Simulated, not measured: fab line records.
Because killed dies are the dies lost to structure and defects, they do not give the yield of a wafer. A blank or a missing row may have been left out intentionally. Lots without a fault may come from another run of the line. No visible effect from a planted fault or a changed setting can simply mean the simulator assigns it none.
Struck lot and sound lot, side by side    flow rit cmos    15 out of 202 route steps
Sound: wafers L116.1, L116.2, L116.5. Wafers L124.1, L124.5, L124.6 were the ones struck. Last of all comes the cause.
For every step that has rows: the tool of each side, followed by ch and its chambers, followed by its first start. Under that, the readings that differ: sound wafers    struck wafers    difference of the means    sigmas: that difference in standard deviations of wafers without a fault.
alike: readings whose means differ by less than 2 such deviations, and words and numbers that are the same on both sides. not compared: withheld readings, readings that some wafer has no value for, bounds like >300 that may hide the same value, and numbers for which the record gives no deviation and whose values overlap.
Wherever a step has rows on one side only, a row that says differs or no value, or a row with sigmas, the two part there. Numbers that don't overlap but have no deviation are shown without sigmas and don't part them. A reading that every wafer of one side lacks parts them only if that side has two wafers or more.

first, 2 steps without rows for these wafers: RIT_SDANNEAL_CLEAN_01 (cleans in dHF, time 30 s); RIT_SDANNEAL_CLEAN_02 (cleans in SC2, time 600 s).
RIT_SDANNEAL_RTA_03: time 5 s.
  sound on rtp anneal-01 ch 0, day 4 00:47; struck on rtp anneal-01 ch 0, day 6 07:43
  alike: ramp down c per s, wafer_temp_C_max
RIT_SDANNEAL_RS_MEAS_04: the measuring method here is four-point-probe.
  struck on film metro-04, day 6 07:46; sound on film metro-02, day 4 00:51
  alike: PSD_RS
RIT_SDANNEAL_RS_MEAS_05: the measuring method here is four-point-probe.
  struck on film metro-04, day 6 07:53; sound on film metro-02, day 4 00:58
  alike: NSD_RS
RIT_SDANNEAL_RS_MEAS_06: the measuring method here is four-point-probe.
  struck on film metro-04, day 6 08:00; sound on film metro-02, day 4 01:05
  alike: PLDD_RS
RIT_SDANNEAL_RS_MEAS_07: the measuring method here is four-point-probe.
  struck on film metro-04, day 6 08:07; sound on film metro-02, day 4 01:13
  alike: NLDD_RS
then, 1 step without rows for these wafers: RIT_SILICIDE_WET_ETCH_00 (etches SiO2 in BOE, target depth 14 nm, time 15 s).
RIT_SILICIDE_SPUTTER_01: material Ti, target thk 30 nm, time 240 s.
  struck on pvd sputter-03, day 6 08:16; sound on pvd sputter-04, day 4 01:20
  alike: substrate temp c, throttle valve pct
RIT_SILICIDE_RS_MEAS_02: the measuring method here is four-point-probe.
  struck on film metro-02, day 6 08:25; sound on film metro-01, day 4 01:29
  alike: SILICIDE_TI_RS
RIT_SILICIDE_THK_MEAS_03: measures by xrf.
  struck on film metro-02, day 6 08:32; sound on film metro-01, day 4 01:37
  alike: SILICIDE_TI_THK
RIT_SILICIDE_RTA_04: time 10 s, ramp up 5 s, ramp down 5 s.
  sound on rtp anneal-02 ch 0, day 4 01:40; struck on rtp anneal-02 ch 0, day 6 08:35
  alike: wafer_temp_C_max
RIT_SILICIDE_WET_ETCH_05: etches Ti in SPM, time 120 s.
  sound on wet bench-04 ch 1, day 4 01:44; struck on wet bench-04 ch 3, day 6 08:39
  no value came back on the struck wafers for bath guard temp C (C), bath heat duty pct (%), temp c (C), time s (s); on the sound wafers bath guard temp C (C) reads 90.47 90.72 90.41
RIT_SILICIDE_RTA_06: time 10 s, ramp up 5 s, ramp down 10 s.
  sound on rtp anneal-01 ch 0, day 4 01:47; struck on rtp anneal-01 ch 0, day 6 08:42
  alike: wafer_temp_C_max
RIT_M1_PROBE_99:
  struck on prober-01, day 6 15:11; sound on prober-01, day 4 08:14
reading              sound   struck       difference  sigmas
killed at front end  7 11 4  264 264 264  +257        +92
killed dies          7 11 4  264 264 264  +257        +89
killed on rim        1 2 3   70 70 70     +68         +45
  alike: killed at contacts, killed open, killed short

## WHERE THEY PART
Last at RIT_M1_PROBE_99 as far as this record goes, first at RIT_SILICIDE_WET_ETCH_05.

WHY: what the simulator had put in
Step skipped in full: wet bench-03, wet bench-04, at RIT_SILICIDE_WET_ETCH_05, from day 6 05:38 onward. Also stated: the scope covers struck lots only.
